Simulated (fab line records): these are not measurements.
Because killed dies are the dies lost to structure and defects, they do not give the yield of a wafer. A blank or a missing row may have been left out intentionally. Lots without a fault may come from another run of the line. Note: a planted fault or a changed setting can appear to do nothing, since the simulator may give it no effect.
Split-lot study -- flow rit_cmos -- 5 lots, 23 wafers read, on a route of 202 steps

ON THE SPLIT
At RIT_GATE_CVD_08 (deposits poly-Si from SiH4, target thk 250 nm, time 2220 s), the setting time_s was moved away from the recipe's 2220 s on 15 of the 23 wafers read, by +8.4% to +13.0%. The other wafers ran this setting at the recipe's value.

FROM THE SPLIT ON TO THE READING: in between, the file shows 1 step
- RIT_GATE_THK_MEAS_09

THE READING
oes_product_au, in a.u., at RIT_GATE_ETCH_19 (etches poly-Si in SF6/CHF3/O2, stops on SiO2, time 165 s, target depth 312.5 nm). Typical for fault-free wafers on this fab line: 0.841 a.u., with standard deviation 0.012 a.u.

wafer,"tool, chamber at the split","time_s as run, s",against the recipe,"oes_product_au, a.u.",against lot-mates on the recipe
L074.1,"-, -",2509,+13.0%,0.893,no lot-mate on the recipe
L074.2,"-, -",2509,+13.0%,0.938,no lot-mate on the recipe
L074.4,"-, -",2509,+13.0%,0.929,no lot-mate on the recipe
L074.5,"-, -",2509,+13.0%,0.923,no lot-mate on the recipe
L074.6,"-, -",2509,+13.0%,0.939,no lot-mate on the recipe
L076.2,"lpcvd-02, 0",2220,recipe,0.854,-
L076.3,"lpcvd-02, 0",2220,recipe,0.821,-
L076.5,"lpcvd-02, 0",2220,recipe,0.828,-
L078.1,"-, -",2406,+8.4%,0.903,no lot-mate on the recipe
L078.2,"-, -",2406,+8.4%,0.902,no lot-mate on the recipe
L078.3,"-, -",2406,+8.4%,0.899,no lot-mate on the recipe
L078.4,"-, -",2406,+8.4%,0.880,no lot-mate on the recipe
L078.6,"-, -",2406,+8.4%,0.912,no lot-mate on the recipe
L080.1,"-, -",2220,recipe,0.834,-
L080.3,"-, -",2220,recipe,0.823,-
L080.4,"-, -",2220,recipe,0.834,-
L080.5,"-, -",2220,recipe,0.830,-
L080.6,"-, -",2220,recipe,0.838,-
L083.1,"-, -",2461,+10.9%,0.911,no lot-mate on the recipe
L083.3,"-, -",2461,+10.9%,0.903,no lot-mate on the recipe
L083.4,"-, -",2461,+10.9%,0.904,no lot-mate on the recipe
L083.5,"-, -",2461,+10.9%,0.903,no lot-mate on the recipe
L083.6,"-, -",2461,+10.9%,0.920,no lot-mate on the recipe

THE FIT
A straight line over all 23 wafers: oes_product_au changes by +0.00709 a.u. for each +1% of time_s; r = +0.96; the points scatter about the line by 0.012 a.u.
Too few moved wafers with a lot-mate on the recipe to fit a line net of each lot's own level.

THE WHOLE CHAIN: every reading that the file lists as answering this split, in the file's order
step,what it does,reading,change (the file's fit),r (the file's)
RIT_GATE_CVD_08,"deposits poly-Si from SiH4, target thk 250 nm, time 2220 s","poly-Si_of_GATE_CVD_08.thk_nm (the simulator's own value, which no gauge read)",+2.9 nm for each +1% of the setting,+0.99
RIT_GATE_THK_MEAS_09,,GATE_POLY_THK,+2.9 for each +1% of the setting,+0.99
RIT_GATE_ETCH_19,"etches poly-Si in SF6/CHF3/O2, stops on SiO2, time 165 s, target depth 312.5 nm",oes_product_au,+0.00711 a.u. for each +1% of the setting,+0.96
RIT_GATE_ETCH_19,"etches poly-Si in SF6/CHF3/O2, stops on SiO2, time 165 s, target depth 312.5 nm","etch.depth_nm (the simulator's own value, which no gauge read)",+2.77 nm for each +1% of the setting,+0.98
RIT_GATE_ETCH_19,"etches poly-Si in SF6/CHF3/O2, stops on SiO2, time 165 s, target depth 312.5 nm","GATE.feature_depth_nm (the simulator's own value, which no gauge read)",+2.77 nm for each +1% of the setting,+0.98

THE FILE'S OWN FIT
oes_product_au changes by +0.00711 a.u. for each +1% of time_s, r = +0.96.
